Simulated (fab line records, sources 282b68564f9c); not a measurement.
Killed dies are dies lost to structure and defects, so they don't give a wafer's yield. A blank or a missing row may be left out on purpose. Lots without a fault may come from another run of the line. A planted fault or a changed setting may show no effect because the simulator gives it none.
Which tool did it? | flow rit_cmos | 14 lots, 42 wafers sampled, at 2 steps of a route of 202

WHAT THE GAUGES READ, wafer by wafer
The record holds no reading of a measuring or inspecting step that can be judged against a usual standard deviation.

WHICH TOOL RAN EACH LOT (tool, then ch and the chambers of the sampled wafers, then the start)
lot  | RIT_SILICIDE_WET_ETCH_05       | RIT_M1_PROBE_99
L401 | wet_bench-01 ch 3, day 3 13:38 | -
L402 | wet_bench-01 ch 2, day 3 19:14 | -
L403 | wet_bench-01 ch 2, day 3 23:01 | -
L404 | wet_bench-04 ch 1, day 4 01:44 | -
L405 | wet_bench-01 ch 3, day 4 08:17 | -
L406 | wet_bench-04 ch 2, day 4 19:04 | -
L407 | wet_bench-01 ch 1, day 5 03:02 | -
L408 | wet_bench-03 ch 2, day 5 03:17 | -
L409 | wet_bench-04 ch 2, day 5 07:53 | -
L410 | wet_bench-01 ch 2, day 5 15:11 | -
L417 | wet_bench-04 ch 0, day 7 15:11 | prober-02, day 7 22:36
L419 | wet_bench-04 ch 3, day 7 15:40 | prober-01, day 8 00:06
L423 | wet_bench-01 ch 0, day 8 04:40 | -
L424 | wet_bench-01 ch 2, day 8 07:25 | -
- RIT_SILICIDE_WET_ETCH_05: etches Ti in SPM, time 120 s.
- RIT_M1_PROBE_99

WHAT THE TOOLS THEMSELVES READ (means of the sampled wafers that have a number; where no wafer has one, the mark that the record gives instead)
RIT_M1_PROBE_99. Usual: killed_at_contacts 0.1, standard deviation 0.28; killed_at_front_end 7.1, standard deviation 2.8; killed_dies 7.1, standard deviation 2.9; killed_on_rim 1.9, standard deviation 1.5; killed_open 3.4, standard deviation 2; killed_short 3.6, standard deviation 2.1.
lot  | tool      | killed_at_contacts | killed_at_front_end | killed_dies | killed_on_rim | killed_open | killed_short | flag
L417 | prober-02 | 0.0                | 27.7                | 27.7        | 6.7           | 2.0         | 2.0          | OFF
L419 | prober-01 | 0.0                | 19.3                | 19.3        | 8.7           | 2.7         | 2.7          | OFF

THE ANSWER, worked out from the rows above alone
Rule: a lot is off if the mean of its wafers that have a number lies more than 3 standard deviations from the usual mean. A lot without any number at a reading at which 4 lots or more have one is off too. The other lots that the step has rows for count as sound. The gauges are gone through in route order, then the tools' own readings, and for those a lot's mean is taken as printed above. The first step at which some lot is off is used, and at that step the reading that is off furthest; a lot without a number counts as furthest.
Off: L417, L419, at RIT_M1_PROBE_99 (killed_at_front_end). Neither off nor sound, because the step has no rows for them: L401, L402, L403, L404, L405, L406, L407, L408, L409, L410, L423, L424.
A tool fits if, at that step or a process step before it, it ran every lot that is off, and no sound lot after the first of them. One fits: wet_bench-04 at RIT_SILICIDE_WET_ETCH_05. It ran no sound lot before its first lot that is off in this sample, so the start can't be narrowed down.

WHAT THE SIMULATOR HAD PUT IN
Chamber particle source: wet_bench-04, from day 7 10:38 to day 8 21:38, at RIT_SILICIDE_WET_ETCH_05. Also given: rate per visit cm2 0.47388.
Lots struck among those shown: L417, L419. The rule above found the same.
